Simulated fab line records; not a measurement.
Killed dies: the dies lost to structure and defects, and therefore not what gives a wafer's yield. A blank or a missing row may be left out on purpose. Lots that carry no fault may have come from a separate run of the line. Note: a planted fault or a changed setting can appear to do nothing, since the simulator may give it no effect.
Comparing a struck lot with a sound one    flow rit_cmos    15 out of 202 route steps
Sound: these wafers, L573.1, L573.2, L573.6. Struck: wafers L584.4, L584.6 (left out: L584.1, a lot-mate that was not struck); the cause follows at the end.
Order at every step that has rows: each side's tool, ch and its chambers, its first start. Under that, the readings that differ: sound wafers    struck wafers    difference of the means    sigmas: that difference in standard deviations of wafers without a fault.
alike: a reading whose means differ by less than 2 such deviations, as well as words and numbers matching on both sides. not compared: withheld readings; readings where some wafer has no value; bounds like >300 that might hide an equal value; numbers whose values overlap and for which the record gives no deviation.
A row with sigmas, a row that says differs or no value, or rows on one side alone: a step with any of these is where the two part. Numbers that don't overlap but have no deviation are shown without sigmas and don't part them. A reading that every wafer of one side lacks parts them only if that side has two wafers or more.

RIT_CONTACT_CVD_00: deposits SiO2 from TEOS, target thk 400 nm, time 62.35 s.
  sound on pecvd-02 ch 0,1,2, day 4 02:58; struck on pecvd-01 ch 0,2, day 6 05:51
  alike: heater_power_w
RIT_CONTACT_THK_MEAS_01:
  sound on film_metro-02, day 4 03:01; struck on film_metro-01, day 6 05:54
reading                sound        struck   difference  sigmas
CONTACT_TEOS_THK (nm)  401 401 410  415 414  +10         +2
then, 6 steps without rows for these wafers: RIT_CONTACT_HMDS_02 (prime time 60 s); RIT_CONTACT_COAT_03 (resist thk 991.3 nm); RIT_CONTACT_SOFTBAKE_04 (time 60 s); RIT_CONTACT_EXPOSE_05 (exposes mask M11, target cd 1000 nm); RIT_CONTACT_PEB_06; RIT_CONTACT_DEVELOP_07 (develop time 120 s).
RIT_CONTACT_CD_MEAS_08: target cd 1000 nm.
  sound on cd_sem-01, day 4 04:02; struck on cd_sem-02, day 6 07:03
  alike: cd_nm
RIT_CONTACT_OVL_MEAS_09:
  sound on overlay-01, day 4 04:10; struck on overlay-01, day 6 07:10
  alike: CONTACT_OVL
then, 1 step without rows for these wafers: RIT_CONTACT_HARDBAKE_10 (time 60 s).
RIT_CONTACT_ETCH_11: etches SiO2 in CHF3/CF4/Ar, stops on TiSi2, target depth 480 nm, time 320 s.
  sound on rie_diel-01 ch 0,1, day 4 04:20; struck on rie_diel-02 ch 0, day 6 07:22
  alike: cf4_flow_sccm, drypump_motor_current_A, oes_product_au, throttle_valve_pct
  not compared: rf_hours_counter_h
RIT_CONTACT_STRIP_12: strips in O2, time 180 s.
  sound on plasma_asher-04 ch 0,1, day 4 04:32; struck on plasma_asher-01 ch 0, day 6 07:33
reading           sound              struck       difference  sigmas
run_length_s (s)  207.2 208.7 207.3  264.6 264.7  +56.9       +99 or more
  alike: drypump_motor_current_A
  not compared: rf_hours_counter_h
RIT_CONTACT_CD_MEAS_90: target cd 1000 nm.
  sound on cd_sem-02, day 4 04:43; struck on cd_sem-01, day 6 07:44
  alike: cd_nm
RIT_M1_PROBE_99:
  sound on prober-02, day 4 09:23; struck on prober-01, day 6 12:23
  alike: killed_at_contacts, killed_at_front_end, killed_dies, killed_open, killed_short

== WHERE THEY PART ==
At RIT_CONTACT_THK_MEAS_01 first; at RIT_CONTACT_STRIP_12 last (within this record only). Later steps at which nothing parts them and some readings are alike: RIT_CONTACT_CD_MEAS_90, RIT_M1_PROBE_99.

WHY: what had been put in by the simulator
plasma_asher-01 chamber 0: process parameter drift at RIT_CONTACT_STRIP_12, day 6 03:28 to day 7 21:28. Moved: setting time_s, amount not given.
